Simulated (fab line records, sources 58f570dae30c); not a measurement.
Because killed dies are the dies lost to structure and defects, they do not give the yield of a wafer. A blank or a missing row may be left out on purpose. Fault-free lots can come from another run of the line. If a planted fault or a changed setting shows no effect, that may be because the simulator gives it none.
A lot that was struck, set against a sound lot | flow berkeley_cmos170 | 14 steps out of a route of 331
Sound: these wafers, L398.1, L398.4, L398.5. Wafers struck: L385.1, L385.5, L385.6. Last of all comes the cause.
Per side, at each step with rows, come the tool, then ch with its chambers, and then its first start. Under that, the readings that differ: sound wafers | struck wafers | difference of the means | sigmas: that difference in standard deviations of wafers without a fault.
alike: same words and numbers on both sides, and readings whose means sit less than 2 such deviations apart. not compared: any withheld reading, any reading some wafer has no value for, any bound like >300 that may hide the same value, and any number with overlapping values for which the record gives no deviation.
Wherever a step has rows on one side only, a row that says differs or no value, or a row with sigmas, the two part there. Non-overlapping numbers with no deviation appear without sigmas and do not part them. A reading missing from all wafers of one side parts the sides only when that side holds two or more wafers.

first, 1 step without rows for these wafers: UCB170_ACTIVE_DEVELOP_12 (develop time 45 s).
UCB170_ACTIVE_CD_MEAS_13 targets a cd of 1200 nm.
  sound on cd_sem-02 at day 8 16:17; struck on cd_sem-02 at day 5 23:04
  alike: cd_nm
UCB170_ACTIVE_OVL_MEAS_14:
  sound on overlay-01 at day 8 16:24; struck on overlay-02 at day 5 23:11
  alike: ACTIVE_OVL
UCB170_ACTIVE_ETCH_15: etches Si3N4 in CH3F/Ar/O2, stops on SiO2, target depth 242 nm, time 151 s.
  sound on rie_diel-02 ch 0,1,3, day 8 16:26; struck on rie_diel-04 ch 0,1, day 5 23:14
  alike: drypump_motor_current_A, oes_product_au, throttle_valve_pct
  not compared: rf_hours_counter_h
UCB170_ACTIVE_STRIP_16: strips in O2.
  sound on plasma_asher-01 ch 0,1, day 8 16:32; struck on plasma_asher-01 ch 0,1, day 5 23:20
  alike: drypump_motor_current_A, oes_product_au, strip_time_to_endpoint_s
  not compared: rf_hours_counter_h
UCB170_ACTIVE_CD_MEAS_90 targets a cd of 1200 nm.
  sound on cd_sem-02 at day 8 16:38; struck on cd_sem-02 at day 5 23:55
  alike: cd_nm
then, 6 steps without rows for these wafers: UCB170_ACTIVE_CLEAN_17 (cleans in SPM, time 600 s); UCB170_PFIELD_HMDS_00 (prime time 60 s); UCB170_PFIELD_COAT_01 (resist thk 900 nm); UCB170_PFIELD_SOFTBAKE_02 (time 60 s); UCB170_PFIELD_EXPOSE_03 (exposes mask PFIELD, target cd 1500 nm); UCB170_PFIELD_PEB_04.
UCB170_PFIELD_DEVELOP_05: develop time 45 s.
  struck on litho_track-04, day 6 01:00; sound on litho_track-03 ch 0, day 8 17:00
  no value came back on the struck wafers for chill_plate_temp_C (C), develop_time_s (s); on the sound wafers chill_plate_temp_C (C) reads 22.96 22.94 23.05
  reading                                 | sound             | struck          | difference | sigmas
  model.KrF_of_PFIELD_COAT_01.thk_nm (nm) | 877.5 881.5 882.5 | 901.2 899.1 903 | +20.6      |
UCB170_PFIELD_OVL_MEAS_06:
  sound on overlay-02 at day 8 17:56; struck on overlay-02 at day 6 01:22
  reading         | sound  | struck | difference                    | sigmas
  PFIELD_OVL (nm) | 7 12 9 | - - -  | no value on the struck wafers |

== WHERE THEY PART ==
At UCB170_PFIELD_DEVELOP_05 first; at UCB170_PFIELD_OVL_MEAS_06 last (within this record only).

WHY: whatever the simulator had introduced
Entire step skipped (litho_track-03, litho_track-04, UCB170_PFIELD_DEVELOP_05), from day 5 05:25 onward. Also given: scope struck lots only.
